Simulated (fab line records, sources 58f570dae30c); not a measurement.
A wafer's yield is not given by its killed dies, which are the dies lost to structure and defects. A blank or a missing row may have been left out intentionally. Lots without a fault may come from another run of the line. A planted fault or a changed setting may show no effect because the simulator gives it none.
Comparing a struck lot with a sound one | flow berkeley cmos170 | 13 out of 331 route steps
Sound: wafers L922.2, L922.4, L922.5. The struck wafers were L914.1, L914.2, L914.4. At the end, the cause is stated.
Order at every step that has rows: each side's tool, ch and its chambers, its first start. Under that, the readings that differ: sound wafers | struck wafers | difference of the means | sigmas: that difference in standard deviations of wafers without a fault.
alike: a reading whose means differ by less than 2 such deviations, as well as words and numbers matching on both sides. not compared: withheld readings; readings where some wafer has no value; bounds like >300 that might hide an equal value; numbers whose values overlap and for which the record gives no deviation.
Wherever a step has rows on one side only, a row that says differs or no value, or a row with sigmas, the two part there. Non-overlapping numbers with no deviation appear without sigmas and do not part them. A reading missing from all wafers of one side parts the sides only when that side holds two or more wafers.

first, 1 step without rows for these wafers: UCB170_PFIELD_IMPLANT_07.
UCB170_PFIELD_STRIP_08: strips in O2.
  sound on plasma asher-02 ch 0,1, day 8 02:20; struck on plasma asher-02 ch 0,1, day 5 23:33
  alike: drypump motor current A, oes product au, strip time to endpoint s
  not compared: rf hours counter h
UCB170_PFIELD_TW_MEAS_09:
  struck on film metro-03, day 5 23:39; sound on film metro-02, day 8 02:26
  reading   | sound       | struck      | difference | sigmas
  PFIELD_TW | 596 600 597 | 615 613 613 | +16        | +2
then, 2 steps without rows for these wafers: UCB170_FIELD_CLEAN_00 (cleans in dHF, time 7.5 s); UCB170_FIELD_OXIDATION_01 (target thk 558.3 nm, ox time 7200 s).
UCB170_FIELD_THK_MEAS_02:
  struck on film metro-04, day 6 07:34; sound on film metro-03, day 8 09:53
  alike: FIELD_OXIDE_THK
then, 4 steps without rows for these wafers: UCB170_FIELD_ANNEAL_03 (time 1200 s); UCB170_FIELD_WET_ETCH_04 (etches SiO2 in dHF, time 60 s); UCB170_FIELD_WET_ETCH_05 (etches Si3N4 in H3PO4, time 12600 s); UCB170_FIELD_WET_ETCH_06 (etches SiO2 in BOE, time 22 s).
UCB170_FIELD_THK_MEAS_90:
  struck on film metro-03, day 6 22:36; sound on film metro-04, day 8 20:16
  alike: FIELD_OXIDE_LEFT_1_THK
then, 1 step without rows for these wafers: UCB170_SACOX_CLEAN_00 (cleans in dHF, time 7.5 s).
UCB170_SACOX_OXIDATION_01: target thk 14.4 nm, ox time 2400 s.
  sound on furnace-04 ch 0, day 9 02:34; struck on furnace-02, day 7 04:14
  no value came back on the struck wafers for ox temp c (C), ox temp c max; on the sound wafers ox temp c (C) reads 900.6 900.8 900.2

WHERE THEY PART
Last at UCB170_SACOX_OXIDATION_01 as far as this record goes, first at UCB170_PFIELD_TW_MEAS_09.

WHY: whatever the simulator had introduced
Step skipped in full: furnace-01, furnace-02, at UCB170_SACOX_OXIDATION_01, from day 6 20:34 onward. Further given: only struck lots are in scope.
